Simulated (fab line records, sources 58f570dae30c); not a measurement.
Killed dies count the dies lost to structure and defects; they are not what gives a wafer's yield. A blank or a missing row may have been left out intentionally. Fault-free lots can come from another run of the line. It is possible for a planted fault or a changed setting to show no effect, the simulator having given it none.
One fault seen from 2 desks ; flow berkeleyCmos170 ; each desk has only its own numbers; what lay behind them comes last

== FOR THE TOOL OWNER'S DESK: implanter-02 ==
The tool's own readings at UCB170_PSD_IMPLANT_08, given as means over the sampled wafers that have a number, one for each lot that went through this tool. A lot is out of limits, marked OUT, if its mean lies more than 4 standard deviations from the usual mean; the brackets give that distance.
Columns: A = doseIonsCm2 at UCB170_PSD_IMPLANT_08, usual 3e+15; B = faradayCurrentUA at UCB170_PSD_IMPLANT_08, usual 9269
lot;first seen here;A;B
L426;day 5 20:36;3e+15;9101
L429;day 7 05:48;3e+15;9291
L431;day 7 21:15;3e+15;9268
L433;day 8 04:57;3e+15;9192
L436;day 8 18:31;3e+15;9273
L438;day 9 15:56;3e+15;9392
L443;day 10 03:54;3e+15;9292
L449;day 10 23:37;3e+15 (+44) OUT;9636
L448;day 10 23:52;3e+15 (+45) OUT;9846
Finding of this desk: L448, L449 out of limits; the first was L449 at day 10 23:37, on doseIonsCm2 at UCB170_PSD_IMPLANT_08. In limits: L426, L429, L431, L433, L436, L438, L443.

== THE METROLOGY DESK ==
Lot by lot, what the gauges showed, no matter which tool ran the lot: averages of those sampled wafers that carry a number. A lot is out of limits, marked OUT, if its mean lies more than 4 standard deviations from the usual mean; the brackets give that distance.
Columns: A = GATE_OVL at UCB170_GATE_OVL_MEAS_13, usual 0 nm; B = PSD_RS at UCB170_SDANNEAL_RS_MEAS_02, usual 75.46 ohm/sq
lot;first seen here;A;B
L426;day 5 09:04;2;75.18
L429;day 6 19:55;-11;75.51
L432;day 7 05:55;7;75.51
L431;day 7 11:46;2;75.15
L433;day 7 16:59;1;75.17
L435;day 7 17:14;-5;75.52
L434;day 7 17:21;0;75.43
L436;day 8 02:37;2;75.65
L437;day 8 18:32;5;75.57
L438;day 9 03:54;-3;75.43
L442;day 9 15:31;-2;75.65
L443;day 9 19:17;4;75.94
L449;day 10 12:49;-10;72.42 (-11) OUT
L448;day 10 13:01;-7;72.83 (-9.7) OUT
This desk's finding: out of limits on L448, L449; first on L449, day 11 05:16 (PSD_RS at UCB170_SDANNEAL_RS_MEAS_02). In limits: L426, L429, L432, L431, L433, L435, L434, L436, L437, L438, L442, L443.

== BROUGHT TOGETHER ==
An alarm could have come from the tool owner's desk at day 10 23:37, on L448, L449.
An alarm was possible from the metrology desk at day 11 05:16, on L448, L449.
The lots listed all ran UCB170_PSD_IMPLANT_08 on implanter-02.

== WHAT THE SIMULATOR PUT IN ==
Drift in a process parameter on implanter-02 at UCB170_PSD_IMPLANT_08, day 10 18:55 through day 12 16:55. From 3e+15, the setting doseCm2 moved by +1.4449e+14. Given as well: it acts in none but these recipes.
Struck lots among those shown: L448, L449.
Time in hours from fault onset to the first out-of-limits reading at each desk: tool owner's desk 5, metrology desk 10.
